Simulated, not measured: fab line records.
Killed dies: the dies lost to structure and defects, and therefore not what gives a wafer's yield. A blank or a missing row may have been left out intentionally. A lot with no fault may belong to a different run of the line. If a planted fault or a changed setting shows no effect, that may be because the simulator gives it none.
A struck lot beside a sound one ; flow rit-cmos ; 27 out of 202 route steps
Sound: the wafers L631.1, L631.2, L631.3. Struck: wafer L637.3 (L637.4, L637.5, from the same lot, were not struck and are left out); the cause is given at the end.
At each step with rows: each side's tool, then ch and its chambers, then its first start. Under that, the readings that differ: sound wafers ; struck wafers ; difference of the means ; sigmas: that difference in standard deviations of wafers without a fault.
alike: readings with means less than 2 such deviations apart, plus words and numbers identical on both sides. not compared: withheld readings, readings lacking a value on some wafer, bounds such as >300 that could conceal the same value, and numbers that have no deviation in the record and whose values overlap.
A row with sigmas, a row that says differs or no value, or rows on one side alone: a step with any of these is where the two part. When numbers do not overlap yet have no deviation, they are printed without sigmas and do not part them. Lack of a reading on every wafer of one side parts them only where that side has two or more wafers.

first, 4 steps without rows for these wafers: RIT_CONTACT_SOFTBAKE_04 (time 60 s); RIT_CONTACT_EXPOSE_05 (exposes mask M11, target cd 1000 nm); RIT_CONTACT_PEB_06; RIT_CONTACT_DEVELOP_07 (develop time 120 s).
RIT_CONTACT_CD_MEAS_08: the cd target is 1000 nm.
  sound: cd-sem-01 at day 5 10:44; struck: cd-sem-02 at day 6 19:05
reading;sound;struck;difference;sigmas
cd-nm (nm);1000.5 1002.4 1000.2;997.4;-3.6;-2
RIT_CONTACT_OVL_MEAS_09:
  sound: overlay-01 at day 5 10:52; struck: overlay-01 at day 6 19:11
  alike: CONTACT_OVL
then, 1 step without rows for these wafers: RIT_CONTACT_HARDBAKE_10 (time 60 s).
RIT_CONTACT_ETCH_11: etches SiO2 in CHF3/CF4/Ar, stops on TiSi2, target depth 480 nm, time 320 s.
  sound on rie-diel-03 ch 0,1,3, day 5 11:02; struck on rie-diel-03 ch 3, day 6 19:21
  alike: CHF3_flow_sccm, drypump-motor-current-A, oes-product-au, throttle-valve-pct
  not compared: rf-hours-counter-h
RIT_CONTACT_STRIP_12: strips in O2, time 180 s.
  sound on plasma-asher-04 ch 0,1, day 5 11:14; struck on plasma-asher-04 ch 0, day 6 19:37
  alike: drypump-motor-current-A
  not compared: rf-hours-counter-h
RIT_CONTACT_CD_MEAS_90: the cd target is 1000 nm.
  sound: cd-sem-02 at day 5 11:25; struck: cd-sem-02 at day 6 19:46
  alike: cd-nm
then, 2 steps without rows for these wafers: RIT_CONTACT_CLEAN_13 (cleans in SC1, time 600 s); RIT_CONTACT_CLEAN_14 (cleans in SC2, time 600 s).
RIT_M1_SPUTTER_00: material Al, target thk 400 nm, time 500 s.
  sound: pvd-sputter-04 at day 5 11:53; struck: pvd-sputter-04 at day 6 20:11
reading;sound;struck;difference;sigmas
cathode-dc-power-W (W);1999.9 2000.4 2000.0;1288.3;-711.8;-99 or more
model.Al_of_M1_SPUTTER_00.thk-nm (nm);402.1 401.7 403.5;260;-142;
  alike: throttle-valve-pct
RIT_M1_RS_MEAS_01: the measuring method here is four-point-probe.
  sound: film-metro-02 at day 5 12:11; struck: film-metro-04 at day 6 20:32
reading;sound;struck;difference;sigmas
M1_AL_RS (ohm/sq);0.0730 0.0730 0.0729;0.1144;+0.0414;+46
RIT_M1_THK_MEAS_02: measures by xrf.
  sound: film-metro-02 at day 5 12:18; struck: film-metro-04 at day 6 20:38
reading;sound;struck;difference;sigmas
M1_AL_THK (nm);408 407 409;263;-145;-26
then, 6 steps without rows for these wafers: RIT_M1_HMDS_03 (prime time 60 s); RIT_M1_COAT_04 (resist thk 1300 nm); RIT_M1_SOFTBAKE_05 (time 60 s); RIT_M1_EXPOSE_06 (exposes mask M12, target cd 2600 nm); RIT_M1_PEB_07; RIT_M1_DEVELOP_08 (develop time 68 s).
RIT_M1_CD_MEAS_09: the cd target is 2600 nm.
  sound: cd-sem-01 at day 5 13:14; struck: cd-sem-02 at day 6 21:45
  alike: cd-nm
RIT_M1_OVL_MEAS_10:
  sound: overlay-02 at day 5 13:22; struck: overlay-02 at day 6 21:50
  alike: M1_OVL
then, 1 step without rows for these wafers: RIT_M1_HARDBAKE_11 (time 120 s).
RIT_M1_METAL_ETCH_12: etches Al in Cl2/BCl3, stops on SiO2, time 165 s, target depth 600 nm.
  sound on rie-metal-02 ch 0,1, day 5 13:38; struck on rie-metal-02 ch 1, day 6 22:17
reading;sound;struck;difference;sigmas
oes-product-au (a.u.);0.786 0.757 0.784;0.622;-0.154;-13
  alike: drypump-motor-current-A, throttle-valve-pct
  not compared: rf-hours-counter-h
then, 1 step without rows for these wafers: RIT_M1_STRIP_13 (strips in nmp, time 600 s).
RIT_M1_PROBE_99:
  sound: prober-02 at day 5 15:55; struck: prober-02 at day 7 00:36
reading;sound;struck;difference;sigmas
killed-at-contacts;0 0 0;1;+1;+4
model.etest.m1.rs-ohm-sq;0.07199 0.07227 0.0721;0.1111;+0.0390;
model.etest.antenna-m1.vt-shift-v (V);-0.01755 -0.01523 -0.01304;-0.02253;-0.00726;
  alike: defect-limited-yield, killed-at-front-end, killed-dies, killed-open, killed-short, sort_bin_3_pad_short, sort_bin_5_function, sort_bin_6_memory, sort-n-pass, sort-yield-pct

== WHERE THEY PART ==
Earliest at RIT_CONTACT_CD_MEAS_08; latest, in this record, at RIT_M1_PROBE_99.

WHY: what had been put in by the simulator
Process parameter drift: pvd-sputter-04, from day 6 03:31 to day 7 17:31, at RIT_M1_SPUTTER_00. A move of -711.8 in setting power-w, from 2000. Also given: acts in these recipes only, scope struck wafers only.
